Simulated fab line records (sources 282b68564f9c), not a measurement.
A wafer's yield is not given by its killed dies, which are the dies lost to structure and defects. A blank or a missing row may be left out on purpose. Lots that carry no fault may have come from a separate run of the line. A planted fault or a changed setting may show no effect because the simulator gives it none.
Tool commonality check	flow rit cmos	14 lots and 48 wafers in the sample

## REASON IT WAS OPENED
RIT_PLDD_TW_MEAS_10, reading PLDD_TW: flagged on 2 of 14 lots. No-fault wafers: 2346, standard deviation 28.
Rule: a lot is flagged in two cases, either no wafer of it has a number, or all its wafers with numbers fall more than 4 standard deviations from that mean. The other lots count as sound.

lot	measured	on	PLDD_TW, wafer by wafer	flag
L273	day 3 00:17	film metro-04	2362 2368 2360	
L274	day 3 06:04	film metro-04	2357 2360 2348	
L275	day 3 16:11	film metro-04	2366 2383 2369	
L276	day 3 20:49	film metro-02	2333 2314 2324	
L278	day 4 06:13	film metro-04	2380 2367 2389	
L279	day 4 13:03	film metro-02	2317 2332 2328	
L281	day 4 20:41	film metro-04	2381 2386 2371	
L282	day 5 00:34	film metro-04	2394 2390 2384	
L284	day 5 08:19	film metro-03	2521 2523 2517 2523 2530 2523	FLAGGED
L287	day 6 01:20	film metro-04	2569 2588 2577 2569 2574 2575	FLAGGED
L288	day 6 03:54	film metro-03	2333 2329 2329	
L290	day 6 13:54	film metro-02	2320 2318 2317	
L291	day 6 18:48	film metro-03	2316 2326 2319	
L295	day 7 11:24	film metro-02	2327 2301 2314	
The mean of the flagged lots' numbers is 2549, +203 from the usual (+7 standard deviations).

## EACH LOT AND THE TOOL IT RAN ON
The record keeps 1 process step preceding the reading, out of 202 steps on the route. Each cell gives the tool, then ch followed by the chambers the sampled wafers passed through, then the start.
lot	flag	RIT_PLDD_IMPLANT_08
L273		implanter-01 ch 0, day 2 23:58
L274		implanter-04 ch 0, day 3 05:44
L275		implanter-01 ch 0, day 3 15:52
L276		implanter-01 ch 0, day 3 20:31
L278		implanter-04 ch 0, day 4 05:54
L279		implanter-04 ch 0, day 4 12:44
L281		implanter-01 ch 0, day 4 20:22
L282		implanter-01 ch 0, day 5 00:17
L284	FLAGGED	implanter-04 ch 0, day 5 08:01
L287	FLAGGED	implanter-04 ch 0, day 6 01:01
L288		implanter-01 ch 0, day 6 03:35
L290		implanter-03 ch 0, day 6 13:35
L291		implanter-03 ch 0, day 6 18:29
L295		implanter-03 ch 0, day 7 11:05
What the steps here do:
- RIT_PLDD_IMPLANT_08
- RIT_PLDD_TW_MEAS_10

## FLAGGED OVER TOTAL, TOOL BY TOOL (the gauges that took the reading come last)
step	tool	lots run	flagged	share of the flagged lots	sound lots run after its first flagged lot
RIT_PLDD_IMPLANT_08	implanter-01	6	0	none	-
RIT_PLDD_IMPLANT_08	implanter-03	3	0	none	-
RIT_PLDD_IMPLANT_08	implanter-04	5	2	all	0
RIT_PLDD_TW_MEAS_10	film metro-02	4	0	none	-
RIT_PLDD_TW_MEAS_10	film metro-03	3	1	some	2 (L288,L291)
RIT_PLDD_TW_MEAS_10	film metro-04	7	1	some	0

## WHAT IS ALLOWED BY THE TABLE
All flagged lots share 1 row of the table, namely implanter-04 at RIT_PLDD_IMPLANT_08.
- implanter-04 at RIT_PLDD_IMPLANT_08 ran 5 lots, 2 of them flagged. Last sound lot L279 at day 4 12:44, first flagged lot L284 at day 5 08:01; a fault beginning in between fits. Its own readings (dose ions cm2, faraday current uA) fall more than 4 standard deviations out on all wafers of the flagged lots.
What remains is a single tool, implanter-04 at RIT_PLDD_IMPLANT_08.

## WHAT WAS PUT IN BY THE SIMULATOR
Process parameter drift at RIT_PLDD_IMPLANT_08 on implanter-04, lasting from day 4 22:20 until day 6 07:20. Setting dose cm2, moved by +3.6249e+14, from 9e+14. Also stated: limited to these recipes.
Struck lots among those shown: L284, L287. The rule above found the same.
